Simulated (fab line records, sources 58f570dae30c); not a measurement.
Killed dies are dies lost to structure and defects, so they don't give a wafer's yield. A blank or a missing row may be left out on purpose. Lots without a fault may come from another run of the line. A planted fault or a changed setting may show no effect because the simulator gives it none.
One fault seen from 2 desks | flow berkeley_cmos170 | each desk has only its own numbers; what lay behind them comes last

THE METROLOGY DESK
What the gauges read, lot by lot, whatever tool the lot ran on: means of the sampled wafers that have a number. A lot is out of limits, marked OUT, if its mean lies more than 4 standard deviations from the usual mean; the brackets give that distance.
Columns: A = NSD_OVL at UCB170_NSD_OVL_MEAS_07, usual -1 nm; B = cd_nm at UCB170_CONTACT_CD_MEAS_15, usual 700.2 nm; C = CONTACT_OVL at UCB170_CONTACT_OVL_MEAS_16, usual -3 nm; D = M1_AL_RS at UCB170_M1_RS_MEAS_01, usual 0.0496 ohm/sq; E = M1_AL_THK at UCB170_M1_THK_MEAS_02, usual 592 nm
lot  | first seen here | A  | B     | C   | D                 | E
L879 | day 8 03:26     | -2 | 701.6 | -6  | 0.0493            | 599
L880 | day 8 03:49     | 2  | 700.1 | 1   | 0.0498            | 590
L881 | day 8 09:25     | 1  | 700.9 | -8  | 0.0496            | 593
L882 | day 8 09:44     | -3 | 701.6 | -6  | 0.0500            | 591
L884 | day 9 05:01     | -1 | 701.0 | 2   | 0.0490            | 598
L885 | day 9 05:59     | -1 | 699.5 | -2  | 0.0496            | 590
L883 | day 9 06:01     | 8  | 699.9 | -1  | 0.0496            | 592
L888 | day 10 02:57    | 1  | 698.9 | -5  | 0.0491            | 595
L890 | day 10 21:07    | -5 | 701.7 | 2   | 0.0524 (+7.1) OUT | 558 (-7.3) OUT
L889 | day 10 21:27    | -8 | 699.5 | -14 | 0.0528 (+7.9) OUT | 557 (-7.6) OUT
L894 | day 11 08:57    | -1 | 699.2 | 0   | 0.0530 (+8.6) OUT | 554 (-8.3) OUT
L893 | day 11 13:29    | -4 | 700.4 | -1  | 0.0498            | 585
L897 | day 12 09:22    | -2 | 698.9 | -1  | 0.0504            | 589
L900 | day 12 10:25    | 8  | 702.0 | -5  | 0.0498            | 589
L901 | day 12 21:34    | 4  | 702.3 | -5  | 0.0495            | 592
This desk's finding: out of limits on L889, L890, L894; first on L890, day 11 04:01 (M1_AL_RS at UCB170_M1_RS_MEAS_01). In limits: L879, L880, L881, L882, L884, L885, L883, L888, L893, L897, L900, L901.

THE TOOL OWNER'S DESK: pvd_sputter-02
The tool's own readings at UCB170_M1_SPUTTER_00 (material Al, target thk 600 nm, time 80 s): means of the sampled wafers that have a number, for each lot that ran on this tool. A lot is out of limits, marked OUT, if its mean lies more than 4 standard deviations from the usual mean; the brackets give that distance.
Columns: A = throttle_valve_pct at UCB170_M1_SPUTTER_00, usual 30.1 %
lot  | first seen here | A
L879 | day 8 10:20     | 29.8
L881 | day 8 16:41     | 29.6
L884 | day 9 12:43     | 31.0
L885 | day 9 16:38     | 29.5
L890 | day 11 03:55    | 29.9
L889 | day 11 05:49    | 30.1
L894 | day 11 19:50    | 30.2
This desk's finding: nothing out of limits on any of the 7 lots.

PUT TOGETHER
The metrology desk could have raised an alarm at day 11 04:01, on L889, L890, L894.
The tool owner's desk saw nothing out of limits.
The tool owner's desk has L889, L890, L894 on record, within its limits.
Of the lots named, all ran UCB170_M1_SPUTTER_00 on pvd_sputter-02.

WHAT THE SIMULATOR HAD PUT IN
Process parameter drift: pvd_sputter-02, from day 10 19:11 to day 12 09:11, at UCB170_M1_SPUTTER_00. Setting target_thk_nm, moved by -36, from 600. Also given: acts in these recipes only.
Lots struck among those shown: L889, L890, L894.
Hours from the fault's start to each desk's first reading out of limits: the metrology desk, 9.
